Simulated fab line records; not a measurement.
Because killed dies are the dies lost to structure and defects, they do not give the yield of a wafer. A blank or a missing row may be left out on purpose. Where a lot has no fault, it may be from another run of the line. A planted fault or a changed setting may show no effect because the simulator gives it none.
Matching of chambers    flow berkeley cmos170    4 sister chambers for UCB170_CONTACT_ETCH_17 on rie diel-03
The step etches BARC in N2/H2. 8 wafers are shown with their chamber, then 8 later ones without.

WAFERS PAIRED WITH THEIR CHAMBERS
wafer   chamber  throttle valve pct (%)  drypump motor current A (A)
L516.1  3        13.51                   5.7
L517.5  2        13.48                   5.3
L518.3  0        13.24                   5.4
L518.6  1        12.96                   4.7
L522.2  3        13.52                   5.8
L522.5  1        12.96                   4.7
L522.6  0        13.24                   5.4
L523.1  2        13.49                   5.3

WAFERS WITH NO CHAMBER GIVEN
wafer   throttle valve pct (%)  drypump motor current A (A)
L523.2  13.24                   5.4
L523.5  13.24                   5.4
L526.2  13.49                   5.2
L526.3  13.25                   5.4
L526.6  13.47                   5.3
L534.3  13.51                   5.7
L534.5  13.51                   5.7
L534.6  13.23                   5.4

WHICH CHAMBER EACH ONE RAN IN
wafer   from the rows above  in truth
L523.2  0                    0
L523.5  0                    0
L526.2  2                    2
L526.3  0                    0
L526.6  2                    2
L534.3  3                    3
L534.5  3                    3
L534.6  0                    0
Correct placement for 8 of the 8. Not placeable from these rows: 0. Number placed wrongly: 0.
How it was worked out, from the rows above alone: a wafer's distance from a chamber is the root of the sum, over the readings, of the square of ((its reading less the chamber's mean) divided by the reading's scatter). If the next closest chamber is less than 2 further off than the closest, the wafer can't be placed; otherwise it belongs to the closest. Each chamber's mean is taken over the wafers shown for it. The scatter: the root of (the sum of the squares of (reading less its chamber's mean) over the shown wafers, divided by (wafers less chambers)).
